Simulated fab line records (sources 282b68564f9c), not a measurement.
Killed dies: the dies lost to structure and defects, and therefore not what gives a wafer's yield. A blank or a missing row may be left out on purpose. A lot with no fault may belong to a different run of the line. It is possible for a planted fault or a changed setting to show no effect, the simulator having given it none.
fab line records	flow rit_cmos
record lots=13	wafers=39	last_day=7
route steps=202 shown M1@190
lots untouched by any fault: they come from a run of this same line in which no faults occurred
start_h: hours from the record's first day to the start of the lot's first wafer shown	wait_h: hours elapsed since this lot's preceding step	" identical to the entry in the row above	L1.1+2: several wafers, shown together as one row	- no value, or no start given	* or withheld: withheld	< > ~ a bound
route shown NAME@n: names a module that has steps shown in the file, with the first one's number in the route	usual: average and standard deviation across the fault-free wafers	same: alike in all rows	chamber/n: place in a boat	sites: each site's reading	_std_site: their standard deviation	_edge_site: mean of outer sites minus mean of inner sites	radius_mm: for every site, how far away it sits from the centre of the wafer	mask NAME#n: copy n	behind: the most recent tool/chamber to have shaped the wafer	hold: what put the lot on hold/how long, in hours/how the hold closed	device: the n, p or np transistor that did not switch	end of line: tests run on the same wafers once the route is complete	a step with no rows: only its recipe	killed: not the wafer's yield, but the dies lost to structure and defects at the first sort	map: the dies of a wafer, with x for killed, . for not killed, _ for no die there
set.NAME: setting as actually run; set.NAME@STEP: the setting as run at that earlier step	model.NAME: the simulator's own value behind a step, which no gauge read
the route's steps for a sample of lots (tables are steps, rows are wafers)
services: from which hour (start_h, from the record's first day; less than 0 if before it) a tool's chamber was out of use, for how many hours, and why
## steps
# step RIT_M1_EXPOSE_06
# recipe mask_id=M12	na=0.6	source_shape=conventional	sigma_outer=0.5	target_cd_nm=2600	dose_mj=250
# usual exposure_dose_mJ_cm2=251.42/0.24
# same sigma_outer=0.5
lot.wafer	tool	chamber	start_h	wait_h	mask	exposure_dose_mJ_cm2
L749.2	iline_stepper-01	0	53.89	0.1	M12#0	252.05
L749.3	"	0	"	"	M12#0	251.74
L749.4	"	0	"	"	M12#0	251.82
L750.1	iline_stepper-02	0	59.27	0.2	M12#0	251.30
L750.2	"	0	"	"	M12#0	251.06
L750.5	"	0	"	"	M12#0	251.49
L751.3	iline_stepper-02	0	66.90	0.1	M12#0	251.76
L751.4	"	0	"	"	M12#0	251.60
L751.6	"	0	"	"	M12#0	251.37
L754.1	iline_stepper-01	0	83.63	0.1	M12#0	251.45
L754.2	"	0	"	"	M12#0	251.24
L754.3	"	0	"	"	M12#0	251.19
L758.2	iline_stepper-01	0	97.93	0.1	M12#0	251.52
L758.4	"	0	"	"	M12#0	251.40
L758.6	"	0	"	"	M12#0	250.96
L760.2	iline_stepper-02	0	109.58	0.3	M12#0	243.29
L760.3	"	0	"	"	M12#0	243.11
L760.4	"	0	"	"	M12#0	243.14
L761.1	iline_stepper-02	0	115.41	0.1	M12#0	244.97
L761.4	"	0	"	"	M12#0	244.68
L761.6	"	0	"	"	M12#0	244.86
L762.1	iline_stepper-01	0	123.80	0.2	M12#0	251.70
L762.4	"	0	"	"	M12#0	251.73
L762.6	"	0	"	"	M12#0	251.47
L763.1	iline_stepper-01	0	129.32	0.1	M12#0	251.39
L763.4	"	0	"	"	M12#0	251.14
L763.5	"	0	"	"	M12#0	251.20
L766.1	iline_stepper-01	0	143.15	0.2	M12#0	251.36
L766.3	"	0	"	"	M12#0	251.42
L766.5	"	0	"	"	M12#0	251.49
L767.3	iline_stepper-01	0	146.89	0.1	M12#0	251.79
L767.4	"	0	"	"	M12#0	251.58
L767.6	"	0	"	"	M12#0	251.26
L768.1	iline_stepper-01	0	151.43	0.1	M12#0	251.48
L768.2	"	0	"	"	M12#0	251.69
L768.6	"	0	"	"	M12#0	251.87
L772.1	iline_stepper-01	0	172.09	0.2	M12#0	251.47
L772.3	"	0	"	"	M12#0	251.21
L772.4	"	0	"	"	M12#0	251.29
# step RIT_M1_CD_MEAS_09
# recipe target_cd_nm=2600
# usual cd_nm=2600.4/2.4
lot.wafer	tool	chamber	start_h	wait_h	cd_nm
L749.2	cd_sem-01	-	54.32	-	2603.3
L749.3	"	-	"	"	2603.3
L749.4	"	-	"	"	2600.6
L750.1	cd_sem-02	-	59.82	-	2598.1
L750.2	"	-	"	"	2597.3
L750.5	"	-	"	"	2595.1
L751.3	cd_sem-01	-	67.33	-	2601.6
L751.4	"	-	"	"	2601.5
L751.6	"	-	"	"	2600.8
L754.1	cd_sem-02	-	84.06	-	2600.4
L754.2	"	-	"	"	2598.4
L754.3	"	-	"	"	2598.5
L758.2	cd_sem-02	-	98.36	-	2602.2
L758.4	"	-	"	"	2604.7
L758.6	"	-	"	"	2605.3
L760.2	cd_sem-02	-	110.01	-	2609.7
L760.3	"	-	"	"	2611.9
L760.4	"	-	"	"	2610.5
L761.1	cd_sem-02	-	115.84	-	2605.2
L761.4	"	-	"	"	2606.0
L761.6	"	-	"	"	2605.4
L762.1	cd_sem-02	-	124.23	-	2601.6
L762.4	"	-	"	"	2603.0
L762.6	"	-	"	"	2601.1
L763.1	cd_sem-02	-	129.75	-	2599.3
L763.4	"	-	"	"	2596.8
L763.5	"	-	"	"	2597.5
L766.1	cd_sem-02	-	143.58	-	2601.0
L766.3	"	-	"	"	2601.0
L766.5	"	-	"	"	2600.2
L767.3	cd_sem-01	-	147.32	-	2597.1
L767.4	"	-	"	"	2599.6
L767.6	"	-	"	"	2600.3
L768.1	cd_sem-02	-	151.86	-	2602.1
L768.2	"	-	"	"	2602.0
L768.6	"	-	"	"	2601.8
L772.1	cd_sem-02	-	172.52	-	2599.1
L772.3	"	-	"	"	2600.1
L772.4	"	-	"	"	2597.4
# step RIT_M1_PROBE_99
# usual defect_limited_yield=97.3/1.2	killed_at_contacts=0.1/0.31	killed_at_front_end=7/3.3	killed_dies=7/3.3	killed_open=3.4/2.2	killed_short=3.5/2	sort_bin_3_pad_short=0.1/0.2	sort_bin_5_function=1.5/0.88	sort_bin_6_memory=1.0/0.69	sort_n_pass=257/3.3	sort_yield_pct=97.3/1.2
# same gross_dies=264	killed_at_M0_to_M3=0	killed_at_M4_up=0	killed_at_back_side=0	killed_at_other=0
lot.wafer	tool	chamber	start_h	wait_h	defect_limited_yield[%]	killed_at_contacts	killed_at_front_end	killed_dies	killed_open	killed_short	sort_bin_3_pad_short[%]	sort_bin_5_function[%]	sort_bin_6_memory[%]	sort_n_pass	sort_yield_pct[%]
L749.2	prober-02	-	57.01	0.1	97.3	0	7	7	5	2	0	1.9	0.8	257	97.3
L749.3	prober-02	-	57.06	0.2	99.2	0	2	2	2	0	0	0	0.8	262	99.2
L749.4	prober-02	-	57.11	0.2	97.3	0	7	7	3	4	0	1.9	0.8	257	97.3
L750.1	prober-01	-	62.64	0.1	94.7	0	14	14	8	6	0	3.4	1.9	250	94.7
L750.2	prober-01	-	62.69	0.1	96.2	0	10	10	6	4	0	2.7	1.1	254	96.2
L750.5	prober-01	-	62.84	0.2	93.9	0	16	16	10	6	0.4	3.8	1.9	248	93.9
L751.3	prober-02	-	73.52	0.2	97.3	0	7	7	2	5	0.4	1.1	1.1	257	97.3
L751.4	prober-02	-	73.57	0.2	96.6	0	9	9	5	4	0	1.5	1.9	255	96.6
L751.6	prober-02	-	73.67	0.2	97.0	0	8	8	2	6	0.4	1.1	1.5	256	97.0
L754.1	prober-02	-	86.74	0.1	95.8	0	11	11	6	5	0.4	1.5	2.3	253	95.8
L754.2	prober-02	-	86.79	0.1	98.1	0	5	5	3	2	0	1.5	0.4	259	98.1
L754.3	prober-02	-	86.84	0.2	96.6	0	9	9	1	8	0	1.9	1.5	255	96.6
L758.2	prober-02	-	106.61	0.1	93.9	0	16	16	11	5	0	3.8	2.3	248	93.9
L758.4	prober-02	-	106.71	0.2	96.2	1	9	10	3	7	0	1.9	1.9	254	96.2
L758.6	prober-02	-	106.81	0.2	97.0	0	8	8	3	5	0.4	0.8	1.9	256	97.0
L760.2	prober-02	-	112.73	0.1	97.3	0	7	7	3	4	0	1.5	1.1	257	97.3
L760.3	prober-02	-	112.78	0.2	98.5	0	4	4	2	2	0	0.8	0.8	260	98.5
L760.4	prober-02	-	112.83	0.2	95.5	0	12	12	6	6	0	3.4	1.1	252	95.5
L761.1	prober-01	-	118.67	0.1	98.1	0	5	5	2	3	0	1.1	0.8	259	98.1
L761.4	prober-01	-	118.82	0.2	97.0	0	8	8	2	5	0.4	0.8	1.9	256	97.0
L761.6	prober-01	-	118.92	0.2	93.9	0	16	16	6	7	0	2.7	3.4	248	93.9
L762.1	prober-02	-	126.89	0.1	96.6	0	9	9	2	7	0.8	1.1	1.5	255	96.6
L762.4	prober-02	-	127.04	0.2	98.9	0	3	3	0	3	0	0.8	0.4	261	98.9
L762.6	prober-02	-	127.14	0.2	98.1	0	5	5	3	2	0	1.1	0.8	259	98.1
L763.1	prober-01	-	132.41	0.1	98.5	0	4	4	2	2	0.4	0.8	0.4	260	98.5
L763.4	prober-01	-	132.56	0.2	97.7	0	6	6	6	0	0	0.8	1.5	258	97.7
L763.5	prober-01	-	132.61	0.2	98.9	0	3	3	2	1	0	1.1	0	261	98.9
L766.1	prober-02	-	148.34	0.1	97.7	0	6	6	3	3	0	2.3	0	258	97.7
L766.3	prober-02	-	148.44	0.2	98.5	0	4	4	2	2	0.4	0.8	0.4	260	98.5
L766.5	prober-02	-	148.54	0.2	97.7	0	6	6	4	2	0	0.8	1.5	258	97.7
L767.3	prober-01	-	150.04	0.2	96.6	0	9	9	4	5	0	1.5	1.9	255	96.6
L767.4	prober-01	-	150.09	0.2	99.6	0	1	1	1	0	0	0.4	0	263	99.6
L767.6	prober-01	-	150.19	0.2	97.7	0	6	6	3	3	0	1.9	0.4	258	97.7
L768.1	prober-02	-	155.64	0.1	98.1	0	5	5	1	4	0	0.8	1.1	259	98.1
L768.2	prober-02	-	155.69	0.1	98.9	0	3	3	0	3	0	0.8	0.4	261	98.9
L768.6	prober-02	-	155.89	0.2	97.7	0	6	6	3	3	0.4	1.5	0.4	258	97.7
L772.1	prober-02	-	175.63	0.1	98.9	0	3	3	1	2	0	0.8	0.4	261	98.9
L772.3	prober-02	-	175.73	0.2	97.3	0	7	7	2	5	0	2.3	0.4	257	97.3
L772.4	prober-02	-	175.78	0.2	97.0	0	8	8	3	5	0	2.3	0.8	256	97.0
# killed by level:class
L749.2 SPACER:geometric_particle:open=3 GATE:geometric_particle:short=2 FOX2:geometric_particle:open=1 GATE:geometric_particle:open=1
L749.3 FOX2:geometric_particle:open=1 GATE:geometric_particle:open=1
L749.4 FOX2:geometric_particle:open=1 GATE:geometric_particle:short=1 REOX:geometric_particle:short=1 SPACER:geometric_particle:open=1 SPACER:geometric_particle:short=1 SILICIDE:geometric_particle:short=1 SILICIDE:geometric_particle:open=1
L750.1 REOX:geometric_particle:open=5 FOX2:geometric_particle:short=2 SPACER:geometric_particle:short=2 FOX2:geometric_particle:open=1 GATE:geometric_particle:short=1 REOX:geometric_particle:short=1 SPACER:geometric_particle:open=1 SILICIDE:geometric_particle:open=1
L750.2 GATE:geometric_particle:open=3 REOX:geometric_particle:open=2 SILICIDE:geometric_particle:short=2 FOX2:geometric_particle:open=1 FOX2:geometric_particle:short=1 GATE:geometric_particle:short=1
L750.5 FOX2:geometric_particle:open=3 GATE:geometric_particle:open=3 REOX:geometric_particle:open=3 GATE:geometric_particle:short=2 SPACER:geometric_particle:short=2 FOX1:geometric_particle:short=1 REOX:geometric_particle:short=1 SILICIDE:geometric_particle:open=1
L751.3 FOX1:geometric_particle:short=2 FOX2:geometric_particle:short=2 REOX:geometric_particle:open=1 SPACER:geometric_particle:open=1 SILICIDE:geometric_particle:short=1
L751.4 FOX2:geometric_particle:short=2 GATE:geometric_particle:open=2 SILICIDE:geometric_particle:open=2 FOX1:geometric_particle:short=1 REOX:geometric_particle:open=1 SILICIDE:geometric_particle:short=1
L751.6 GATE:geometric_particle:short=4 ACTIVE:geometric_particle:short=1 REOX:geometric_particle:open=1 SPACER:geometric_particle:short=1 SILICIDE:geometric_particle:open=1
L754.1 GATE:geometric_particle:open=5 GATE:geometric_particle:short=3 REOX:geometric_particle:short=1 SILICIDE:geometric_particle:short=1 SILICIDE:geometric_particle:open=1
L754.2 GATE:geometric_particle:open=3 ACTIVE:geometric_particle:short=1 SPACER:geometric_particle:short=1
L754.3 SPACER:geometric_particle:short=4 GATE:geometric_particle:short=3 FOX1:geometric_particle:short=1 SILICIDE:geometric_particle:open=1
L758.2 REOX:geometric_particle:open=4 FOX1:geometric_particle:open=3 FOX1:geometric_particle:short=2 GATE:geometric_particle:short=2 GATE:geometric_particle:open=2 SPACER:geometric_particle:open=2 FOX2:geometric_particle:short=1
L758.4 GATE:geometric_particle:open=2 SILICIDE:geometric_particle:short=2 FOX1:geometric_particle:open=1 FOX1:geometric_particle:short=1 GATE:geometric_particle:short=1 REOX:geometric_particle:short=1 SPACER:geometric_particle:short=1 CONTACT:geometric_particle:short=1
L758.6 REOX:geometric_particle:short=3 GATE:geometric_particle:open=2 FOX2:geometric_particle:short=1 GATE:geometric_particle:short=1 REOX:geometric_particle:open=1
L760.2 SILICIDE:geometric_particle:short=2 GATE:geometric_particle:short=1 GATE:geometric_particle:open=1 REOX:geometric_particle:short=1 SPACER:geometric_particle:open=1 SILICIDE:geometric_particle:open=1
L760.3 SILICIDE:geometric_particle:short=2 GATE:geometric_particle:open=1 SPACER:geometric_particle:open=1
L760.4 FOX2:geometric_particle:open=2 REOX:geometric_particle:open=2 SILICIDE:geometric_particle:short=2 FOX1:geometric_particle:short=1 FOX2:geometric_particle:short=1 GATE:geometric_particle:short=1 SPACER:geometric_particle:short=1 SPACER:geometric_particle:open=1
L761.1 FOX2:geometric_particle:open=1 GATE:geometric_particle:short=1 REOX:geometric_particle:short=1 SILICIDE:geometric_particle:open=1 SILICIDE:geometric_particle:short=1
L761.4 REOX:geometric_particle:short=3 GATE:geometric_particle:open=1 GATE:geometric_particle:short=1 REOX:geometric_particle:open=1 SILICIDE:geometric_particle:short=1 NWELL:coat_microbubble_printed=1
L761.6 GATE:geometric_particle:short=5 FOX1:geometric_particle:open=2 NLDD:coat_microbubble_printed=2 FOX1:geometric_particle:short=1 GATE:geometric_particle:open=1 REOX:geometric_particle:short=1 REOX:geometric_particle:open=1 SPACER:geometric_particle:open=1
L762.1 GATE:geometric_particle:short=3 GATE:geometric_particle:open=2 FOX1:geometric_particle:short=1 FOX2:geometric_particle:short=1 REOX:geometric_particle:short=1 SILICIDE:geometric_particle:short=1
L762.4 GATE:geometric_particle:short=2 SILICIDE:geometric_particle:short=1
L762.6 FOX1:geometric_particle:open=2 FOX1:geometric_particle:short=1 GATE:geometric_particle:short=1 SPACER:geometric_particle:open=1
L763.1 GATE:geometric_particle:open=2 GATE:geometric_particle:short=1 REOX:geometric_particle:short=1
L763.4 FOX1:geometric_particle:open=3 SPACER:geometric_particle:open=2 GATE:geometric_particle:open=1
L763.5 GATE:geometric_particle:open=1 SPACER:geometric_particle:short=1 SPACER:geometric_particle:open=1
L766.1 GATE:geometric_particle:short=3 FOX1:geometric_particle:open=1 GATE:geometric_particle:open=1 REOX:geometric_particle:open=1
L766.3 FOX1:geometric_particle:short=1 FOX1:geometric_particle:open=1 GATE:geometric_particle:short=1 REOX:geometric_particle:open=1
L766.5 GATE:geometric_particle:short=2 SILICIDE:geometric_particle:open=2 GATE:geometric_particle:open=1 SPACER:geometric_particle:open=1
L767.3 GATE:geometric_particle:open=3 SPACER:geometric_particle:short=2 SILICIDE:geometric_particle:short=2 GATE:geometric_particle:short=1 REOX:geometric_particle:open=1
L767.4 GATE:geometric_particle:open=1
L767.6 GATE:geometric_particle:short=2 FOX1:geometric_particle:short=1 GATE:geometric_particle:open=1 SPACER:geometric_particle:open=1 SILICIDE:geometric_particle:open=1
L768.1 GATE:geometric_particle:short=2 FOX1:geometric_particle:short=1 GATE:geometric_particle:open=1 SILICIDE:geometric_particle:short=1
L768.2 GATE:geometric_particle:short=2 SILICIDE:geometric_particle:short=1
L768.6 REOX:geometric_particle:open=2 SILICIDE:geometric_particle:short=2 FOX2:geometric_particle:short=1 GATE:geometric_particle:open=1
L772.1 SILICIDE:geometric_particle:short=2 SILICIDE:geometric_particle:open=1
L772.3 GATE:geometric_particle:short=3 REOX:geometric_particle:short=2 FOX2:geometric_particle:open=1 REOX:geometric_particle:open=1
L772.4 SILICIDE:geometric_particle:short=2 FOX2:geometric_particle:open=1 GATE:geometric_particle:open=1 GATE:geometric_particle:short=1 REOX:geometric_particle:short=1 SPACER:geometric_particle:open=1 SPACER:geometric_particle:short=1
## services
tool	chamber	start_h	hours	kind
iline_stepper-02	-	30.29	1.7	pm
iline_stepper-02	0	43.28	-	calibration
iline_stepper-01	0	90.43	-	calibration
iline_stepper-01	-	137.73	4.6	repair
iline_stepper-01	-	155.79	2.7	repair
## key
first_sign step=RIT_M1_EXPOSE_06	reading=exposure_dose_mJ_cm2	direction=down	sigmas=30	usual=251.42	struck=244.01
effect step=RIT_M1_CD_MEAS_09	reading=cd_nm	direction=up	sigmas=3.3	usual=2600.4	struck=2608.1	through=control_loop
met_at RIT_M1_EXPOSE_06
struck_lots L760,L761
loop_trim step=RIT_M1_EXPOSE_06	setting=dose	lots=L761
onset_between 66.90 109.58
fault kind=process_parameter_drift	tool=iline_stepper-02	chamber=-	onset_h=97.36	steps=RIT_M1_EXPOSE_06	channel=dose_mj	offset=-8.3743	shape=step	acts_in=these_recipes_only	stated=250
# loop_trim: a control loop set the setting to another value than it would have without faults
